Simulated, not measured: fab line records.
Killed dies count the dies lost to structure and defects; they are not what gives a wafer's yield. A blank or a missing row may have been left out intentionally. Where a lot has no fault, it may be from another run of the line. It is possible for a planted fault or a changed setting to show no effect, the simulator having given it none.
fab line records	flow rit-cmos
record: lots: 7	wafers: 21	last-day: 7
route steps=202 shown PWELL@42 WELLDRIVE@50 NWELL@51 NRETRO@53 PRETRO@64 GATE@75
lots with no fault: from the same line, run without faults
start-h: start of the lot's first displayed wafer, in hours after the record's first day	wait-h: hours since the lot's step before	" as in the row above	L1.1+2: a single row standing in for several wafers	- either no value or no given start	* or withheld: withheld	< > ~ a bound
route shown NAME@n: NAME is a module with steps in the file, n the number in the route of the first one	usual: mean and standard deviation over wafers with no fault	same: alike in all rows	chamber/n: place in a boat	sites: each site's reading	_std_site: how widely they spread, as a standard deviation	_edge_site: mean of outer sites minus mean of inner sites	radius-mm: for every site, how far away it sits from the centre of the wafer	mask NAME#n: copy n	behind: the tool/chamber that last shaped the wafer	hold: the reason the lot was held/the length of the hold in hours/how it ended	device: transistor that didn't switch, given as n, p or np	end of line: the tests these same wafers got at the end of their route	for a step that has no rows: nothing shown but its recipe	killed: dies lost to structure and defects at the first sort, not the wafer's yield	map: the dies of a wafer, with x for killed, . for not killed, _ for no die there
set.NAME: the run value of the setting; set.NAME@STEP: its run value at that earlier step	model.NAME: the simulator's own value behind a step, which no gauge read
lots at selected steps of the route; one table per step, one row per wafer
services: a tool's chamber out of use, with start hour (start-h, from the record's first day; less than 0 if before it), hours out, and reason
== steps ==
step: RIT_PWELL_EXPOSE_03
recipe: mask-id: M3	na: 0.57	target-cd-nm: 43700	dose-mj: 250
step: RIT_PWELL_PEB_04
recipe: resist: NOVOLAK	temp-c: withheld	time-s: withheld
step: RIT_PWELL_DEVELOP_05
recipe: resist: NOVOLAK	develop-time-s: 68	dev-temp-c: 23
step: RIT_PWELL_OVL_MEAS_06
usual: PWELL_OVL: -0.2/1.4
lot.wafer	tool	chamber	start-h	wait-h	PWELL_OVL[nm]
L775.1	overlay-02	-	35.36	-	-1.6
L775.2	"	-	"	"	-2.1
L775.5	"	-	"	"	-0.4
L779.3	overlay-01	-	56.74	-	2.5
L779.4	"	-	"	"	1.9
L779.5	"	-	"	"	2.4
L780.2	overlay-01	-	57.79	-	0.6
L780.4	"	-	"	"	1.3
L780.6	"	-	"	"	1.7
L781.4	overlay-01	-	63.06	-	1.0
L781.5	"	-	"	"	1.0
L781.6	"	-	"	"	1.4
L787.1	overlay-02	-	92.75	-	-0.3
L787.5	"	-	"	"	0.8
L787.6	"	-	"	"	0.4
L789.2	overlay-01	-	103.32	-	0.4
L789.3	"	-	"	"	-1.0
L789.4	"	-	"	"	-0.9
L795.3	overlay-01	-	132.11	-	-2.2
L795.5	"	-	"	"	-1.7
L795.6	"	-	"	"	-2.6
step: RIT_PWELL_HARDBAKE_07
recipe: resist: NOVOLAK	temp-c: 140	time-s: 120
step: RIT_PWELL_IMPLANT_08
recipe: species: B	energy-kev: 170	dose-cm2: 6.915e+13	tilt-deg: 7
step: RIT_PWELL_STRIP_09
recipe: chemistry: O2	time-s: 180	resist: NOVOLAK	platen-temp-c: withheld	power-w: 500	pressure-mtorr: 4000	o2-flow-sccm: 4000
usual: drypump-motor-current-A: 6.0/0.45
lot.wafer	tool	chamber	start-h	wait-h	drypump-motor-current-A	rf-hours-counter-h
L775.1	plasma-asher-01	1	35.79	0.1	6.4	38
L775.2	"	0	"	"	6.6	38
L775.5	"	1	"	"	6.4	-
L779.3	plasma-asher-04	0	57.22	0.1	5.8	-
L779.4	"	1	"	"	5.4	-
L779.5	"	0	"	"	5.7	-
L780.2	plasma-asher-04	1	58.22	0.1	5.4	41
L780.4	"	0	"	"	5.8	-
L780.6	"	0	"	"	5.7	-
L781.4	plasma-asher-03	0	63.54	0.1	6.3	-
L781.5	"	0	"	"	6.3	-
L781.6	"	1	"	"	5.6	-
L787.1	plasma-asher-03	1	93.19	0.1	5.6	45
L787.5	"	1	"	"	5.6	-
L787.6	"	0	"	"	6.3	-
L789.2	plasma-asher-03	0	103.75	0.1	6.3	47
L789.3	"	0	"	"	6.3	-
L789.4	"	1	"	"	5.6	-
L795.3	plasma-asher-03	0	132.59	0.1	6.3	-
L795.5	"	1	"	"	5.6	-
L795.6	"	0	"	"	6.3	-
step: RIT_PWELL_TW_MEAS_10
usual: PWELL_TW: 943/6.8
lot.wafer	tool	chamber	start-h	wait-h	PWELL_TW
L775.1	film-metro-03	-	35.97	0.1	949
L775.2	"	-	"	"	950
L775.5	"	-	"	"	951
L779.3	film-metro-01	-	57.36	0.1	939
L779.4	"	-	"	"	936
L779.5	"	-	"	"	935
L780.2	film-metro-03	-	58.41	0.1	953
L780.4	"	-	"	"	951
L780.6	"	-	"	"	953
L781.4	film-metro-03	-	63.69	0.1	948
L781.5	"	-	"	"	947
L781.6	"	-	"	"	949
L787.1	film-metro-01	-	93.36	0.1	934
L787.5	"	-	"	"	930
L787.6	"	-	"	"	940
L789.2	film-metro-04	-	103.93	0.1	939
L789.3	"	-	"	"	942
L789.4	"	-	"	"	946
L795.3	film-metro-04	-	132.72	0.1	949
L795.5	"	-	"	"	951
L795.6	"	-	"	"	954
step: RIT_WELLDRIVE_ANNEAL_00
recipe: temp-c: 1100	time-s: 14700	ambient: N2
step: RIT_WELLDRIVE_RS_MEAS_01
recipe: thk-meas-gauge: four-point-probe
usual: NWELL_RS: 277.2/0.81
lot.wafer	tool	chamber	start-h	wait-h	NWELL_RS[ohm/sq]
L775.1	film-metro-03	-	41.11	0.0	276.5
L775.2	"	-	"	"	277.0
L775.5	"	-	"	"	276.3
L779.3	film-metro-03	-	62.52	0.0	276.2
L779.4	"	-	"	"	277.4
L779.5	"	-	"	"	276.6
L780.2	film-metro-01	-	63.71	0.0	277.9
L780.4	"	-	"	"	278.3
L780.6	"	-	"	"	277.9
L781.4	film-metro-03	-	68.86	0.1	276.9
L781.5	"	-	"	"	276.8
L781.6	"	-	"	"	276.5
L787.1	film-metro-01	-	98.50	0.0	277.6
L787.5	"	-	"	"	277.6
L787.6	"	-	"	"	277.0
L789.2	film-metro-04	-	109.08	0.0	277.9
L789.3	"	-	"	"	277.3
L789.4	"	-	"	"	277.4
L795.3	film-metro-04	-	138.75	0.0	277.4
L795.5	"	-	"	"	279.0
L795.6	"	-	"	"	277.9
step: RIT_WELLDRIVE_RS_MEAS_02
recipe: thk-meas-gauge: four-point-probe
usual: PWELL_RS: 432.8/1.3
lot.wafer	tool	chamber	start-h	wait-h	PWELL_RS[ohm/sq]
L775.1	film-metro-03	-	41.23	0.1	433.1
L775.2	"	-	"	"	431.7
L775.5	"	-	"	"	432.7
L779.3	film-metro-03	-	62.64	0.1	435.1
L779.4	"	-	"	"	434.5
L779.5	"	-	"	"	431.8
L780.2	film-metro-01	-	63.83	0.1	431.4
L780.4	"	-	"	"	430.9
L780.6	"	-	"	"	430.3
L781.4	film-metro-03	-	68.98	0.1	433.4
L781.5	"	-	"	"	432.3
L781.6	"	-	"	"	431.7
L787.1	film-metro-01	-	98.62	0.1	432.3
L787.5	"	-	"	"	433.0
L787.6	"	-	"	"	432.2
L789.2	film-metro-04	-	109.20	0.1	433.4
L789.3	"	-	"	"	434.6
L789.4	"	-	"	"	432.0
L795.3	film-metro-04	-	138.87	0.1	430.8
L795.5	"	-	"	"	430.6
L795.6	"	-	"	"	429.7
step: RIT_NRETRO_HMDS_00
recipe: prime-time-s: 60	prime-temp-c: 140
step: RIT_NRETRO_COAT_01
recipe: resist: NOVOLAK	spin-rpm: 2000	resist-thk-nm: 1300
usual: chill-plate-temp-C: 22.99/0.1	dispense-pressure-kPa: 51.4/2.4
lot.wafer	tool	chamber	start-h	wait-h	chill-plate-temp-C	dispense-pressure-kPa
L775.1	litho-track-03	0	41.50	0.1	22.98	46.9
L775.2	"	0	"	"	22.74	46.9
L775.5	"	0	"	"	22.71	47.0
L779.3	litho-track-02	-	62.92	0.1	-	-
L779.4	"	-	"	"	-	-
L779.5	"	-	"	"	-	-
L780.2	litho-track-02	-	64.11	0.1	-	-
L780.4	"	-	"	"	-	-
L780.6	"	-	"	"	-	-
L781.4	litho-track-02	-	69.27	0.1	-	-
L781.5	"	-	"	"	-	-
L781.6	"	-	"	"	-	-
L787.1	litho-track-04	0	99.02	0.1	22.94	50.2
L787.5	"	0	"	"	23.02	50.2
L787.6	"	0	"	"	22.91	50.2
L789.2	litho-track-02	0	109.49	0.1	23.06	54.0
L789.3	"	0	"	"	22.97	54.0
L789.4	"	0	"	"	23.05	53.9
L795.3	litho-track-04	0	139.15	0.1	23.02	50.3
L795.5	"	0	"	"	23.11	50.2
L795.6	"	0	"	"	23.09	50.3
step: RIT_NRETRO_SOFTBAKE_02
recipe: resist: NOVOLAK	temp-c: 90	time-s: 60
step: RIT_NRETRO_EXPOSE_03
recipe: mask-id: M4	na: 0.57	target-cd-nm: 43900	dose-mj: 250
step: RIT_NRETRO_PEB_04
recipe: resist: NOVOLAK	temp-c: withheld	time-s: withheld
step: RIT_NRETRO_DEVELOP_05
recipe: resist: NOVOLAK	develop-time-s: 68	dev-temp-c: 23
step: RIT_NRETRO_OVL_MEAS_06
usual: NRETRO_OVL: -1.1/1.4
lot.wafer	tool	chamber	start-h	wait-h	NRETRO_OVL[nm]
L775.1	overlay-02	-	42.36	-	0.7
L775.2	"	-	"	"	-0.9
L775.5	"	-	"	"	-0.6
L779.3	overlay-01	-	63.74	-	-
L779.4	"	-	"	"	-
L779.5	"	-	"	"	-
L780.2	overlay-01	-	64.93	-	-
L780.4	"	-	"	"	-
L780.6	"	-	"	"	-
L781.4	overlay-01	-	69.94	-	-
L781.5	"	-	"	"	-
L781.6	"	-	"	"	-
L787.1	overlay-01	-	99.87	-	0.4
L787.5	"	-	"	"	1.5
L787.6	"	-	"	"	1.6
L789.2	overlay-02	-	110.33	-	-3.7
L789.3	"	-	"	"	-3.4
L789.4	"	-	"	"	-2.5
L795.3	overlay-02	-	139.97	-	0.4
L795.5	"	-	"	"	-1.9
L795.6	"	-	"	"	-1.6
step: RIT_NRETRO_HARDBAKE_07
recipe: resist: NOVOLAK	temp-c: 140	time-s: 120
step: RIT_NRETRO_IMPLANT_08
recipe: species: P	energy-kev: 70	dose-cm2: 1e+13	tilt-deg: 7
step: RIT_NRETRO_STRIP_09
recipe: chemistry: O2	time-s: 180	resist: NOVOLAK	platen-temp-c: withheld	power-w: 500	pressure-mtorr: 4000	o2-flow-sccm: 4000
usual: drypump-motor-current-A: 5.9/0.39
lot.wafer	tool	chamber	start-h	wait-h	drypump-motor-current-A	rf-hours-counter-h
L775.1	plasma-asher-02	1	42.80	0.1	5.5	25
L775.2	"	0	"	"	6.4	25
L775.5	"	1	"	"	5.5	-
L779.3	plasma-asher-04	0	64.22	0.1	5.8	-
L779.4	"	1	"	"	5.4	-
L779.5	"	1	"	"	5.4	-
L780.2	plasma-asher-04	1	65.36	0.1	5.4	42
L780.4	"	1	"	"	5.4	-
L780.6	"	1	"	"	5.4	-
L781.4	plasma-asher-03	1	70.41	0.1	5.6	-
L781.5	"	0	"	"	6.3	-
L781.6	"	1	"	"	5.6	-
L787.1	plasma-asher-03	0	100.31	0.1	6.3	46
L787.5	"	0	"	"	6.3	-
L787.6	"	1	"	"	5.6	-
L789.2	plasma-asher-04	1	110.90	0.2	5.4	47
L789.3	"	0	"	"	5.7	-
L789.4	"	1	"	"	5.4	-
L795.3	plasma-asher-04	1	140.45	0.1	5.4	-
L795.5	"	1	"	"	5.4	-
L795.6	"	0	"	"	5.8	-
step: RIT_NRETRO_TW_MEAS_10
usual: NRETRO_TW: 1048/8.8
lot.wafer	tool	chamber	start-h	wait-h	NRETRO_TW
L775.1	film-metro-02	-	42.98	0.1	1055
L775.2	"	-	"	"	1061
L775.5	"	-	"	"	1054
L779.3	film-metro-01	-	64.35	0.1	1036
L779.4	"	-	"	"	1032
L779.5	"	-	"	"	1035
L780.2	film-metro-03	-	65.54	0.1	1048
L780.4	"	-	"	"	1057
L780.6	"	-	"	"	1054
L781.4	film-metro-01	-	70.56	0.1	1036
L781.5	"	-	"	"	1037
L781.6	"	-	"	"	1042
L787.1	film-metro-02	-	100.48	0.1	1055
L787.5	"	-	"	"	1052
L787.6	"	-	"	"	1053
L789.2	film-metro-02	-	111.09	0.1	1051
L789.3	"	-	"	"	1051
L789.4	"	-	"	"	1051
L795.3	film-metro-01	-	140.59	0.1	1048
L795.5	"	-	"	"	1048
L795.6	"	-	"	"	1040
step: RIT_PRETRO_HMDS_00
recipe: prime-time-s: 60	prime-temp-c: 140
step: RIT_PRETRO_COAT_01
recipe: resist: NOVOLAK	spin-rpm: 2000	resist-thk-nm: 1300
step: RIT_PRETRO_SOFTBAKE_02
recipe: resist: NOVOLAK	temp-c: 90	time-s: 60
step: RIT_PRETRO_EXPOSE_03
recipe: mask-id: M5	na: 0.57	target-cd-nm: 43700	dose-mj: 250
step: RIT_PRETRO_PEB_04
recipe: resist: NOVOLAK	temp-c: withheld	time-s: withheld
step: RIT_PRETRO_DEVELOP_05
recipe: resist: NOVOLAK	develop-time-s: 68	dev-temp-c: 23
step: RIT_PRETRO_OVL_MEAS_06
usual: PRETRO_OVL: -0.5/1.7
lot.wafer	tool	chamber	start-h	wait-h	PRETRO_OVL[nm]
L775.1	overlay-02	-	44.39	-	-4.2
L775.2	"	-	"	"	-2.2
L775.5	"	-	"	"	-4.8
L779.3	overlay-01	-	65.41	-	0.2
L779.4	"	-	"	"	0.6
L779.5	"	-	"	"	2.6
L780.2	overlay-01	-	66.73	-	-1.4
L780.4	"	-	"	"	-1.0
L780.6	"	-	"	"	-1.0
L781.4	overlay-02	-	71.61	-	-0.1
L781.5	"	-	"	"	-1.0
L781.6	"	-	"	"	-1.7
L787.1	overlay-01	-	101.42	-	-0.8
L787.5	"	-	"	"	-2.0
L787.6	"	-	"	"	-1.6
L789.2	overlay-01	-	112.22	-	-0.5
L789.3	"	-	"	"	-3.8
L789.4	"	-	"	"	-1.2
L795.3	overlay-01	-	141.64	-	-1.4
L795.5	"	-	"	"	-0.2
L795.6	"	-	"	"	-1.1
step: RIT_PRETRO_HARDBAKE_07
recipe: resist: NOVOLAK	temp-c: 140	time-s: 120
step: RIT_PRETRO_IMPLANT_08
recipe: species: B	energy-kev: 45.5	dose-cm2: 1.2e+13	tilt-deg: 7
step: RIT_PRETRO_STRIP_09
recipe: chemistry: O2	time-s: 180	resist: NOVOLAK	platen-temp-c: withheld	power-w: 500	pressure-mtorr: 4000	o2-flow-sccm: 4000
usual: drypump-motor-current-A: 6.1/0.41
lot.wafer	tool	chamber	start-h	wait-h	drypump-motor-current-A	rf-hours-counter-h
L775.1	plasma-asher-03	0	44.82	0.1	6.3	40
L775.2	"	1	"	"	5.6	40
L775.5	"	1	"	"	5.6	-
L779.3	plasma-asher-01	1	65.89	0.1	6.4	-
L779.4	"	0	"	"	6.6	-
L779.5	"	1	"	"	6.4	-
L780.2	plasma-asher-02	0	67.16	0.1	6.4	27
L780.4	"	1	"	"	5.6	-
L780.6	"	1	"	"	5.6	-
L781.4	plasma-asher-03	1	72.09	0.1	5.6	-
L781.5	"	1	"	"	5.6	-
L781.6	"	0	"	"	6.3	-
L787.1	plasma-asher-02	1	101.86	0.1	5.6	31
L787.5	"	1	"	"	5.6	-
L787.6	"	0	"	"	6.4	-
L789.2	plasma-asher-01	1	112.75	0.2	6.4	47
L789.3	"	0	"	"	6.6	-
L789.4	"	1	"	"	6.4	-
L795.3	plasma-asher-02	0	142.12	0.1	6.5	-
L795.5	"	1	"	"	5.6	-
L795.6	"	0	"	"	6.4	-
step: RIT_PRETRO_TW_MEAS_10
usual: PRETRO_TW: 473/3.5
lot.wafer	tool	chamber	start-h	wait-h	PRETRO_TW
L775.1	film-metro-01	-	45.00	0.1	474
L775.2	"	-	"	"	473
L775.5	"	-	"	"	472
L779.3	film-metro-01	-	66.03	0.1	1060
L779.4	"	-	"	"	1063
L779.5	"	-	"	"	1059
L780.2	film-metro-01	-	67.35	0.1	1064
L780.4	"	-	"	"	1062
L780.6	"	-	"	"	1060
L781.4	film-metro-01	-	72.24	0.1	1061
L781.5	"	-	"	"	1059
L781.6	"	-	"	"	1066
L787.1	film-metro-02	-	102.04	0.1	475
L787.5	"	-	"	"	478
L787.6	"	-	"	"	480
L789.2	film-metro-02	-	112.93	0.1	478
L789.3	"	-	"	"	476
L789.4	"	-	"	"	479
L795.3	film-metro-04	-	142.26	0.1	473
L795.5	"	-	"	"	472
L795.6	"	-	"	"	475
step: RIT_GATE_WET_ETCH_00
recipe: chemistry: BOE	target: SiO2	target-depth-nm: 56	time-s: 60	dry: n2-spin	dilution: 10:1	temp-c: 21.5
== services ==
tool	chamber	start-h	hours	kind
plasma-asher-02	-	19.31	3.5	repair
plasma-asher-01	-	46.11	1.4	repair
plasma-asher-03	-	52.92	0.6	repair
plasma-asher-01	-	76.21	2.8	pm
plasma-asher-03	-	108.80	9.0	pm
plasma-asher-03	0	108.80	9.0	vent-cycle
plasma-asher-03	1	108.80	9.0	vent-cycle
plasma-asher-02	-	110.74	10.5	repair
plasma-asher-03	0	117.80	-	clean
plasma-asher-03	1	117.80	-	clean
plasma-asher-04	-	125.93	8.0	repair
== key ==
first-sign: step: RIT_NRETRO_COAT_01	reading: tool-record	direction: missing
effect: step: RIT_NRETRO_OVL_MEAS_06	reading: NRETRO_OVL	direction: missing
effect: step: RIT_PRETRO_TW_MEAS_10	reading: PRETRO_TW	direction: up	sigmas: 99+	usual: 473	struck: 1061
met-at RIT_NRETRO_COAT_01
struck-wafers L779.3,L779.4,L779.5,L780.2,L780.4,L780.6,L781.4,L781.5,L781.6
sort-left-out L779.3,L779.4,L779.5,L780.2,L780.4,L780.6,L781.4,L781.5,L781.6
tester-left-out L779,L780,L781
fault: kind: skipped-step-whole	tool: litho-track-02	chamber: -	onset-h: 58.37	steps: RIT_NRETRO_COAT_01	scope: struck-lots-only
tester-left-out: of these lots the tester's yield and bins aren't shown, on N5 and GAA mostly nor the transistor test; their killed dies are dies lost to structure and defects alone, not to doping, threshold or leakage, so they don't give the yield
sort-left-out: the simulated sort isn't trusted on such a fault, so these wafers' sort isn't shown, and their yield isn't known
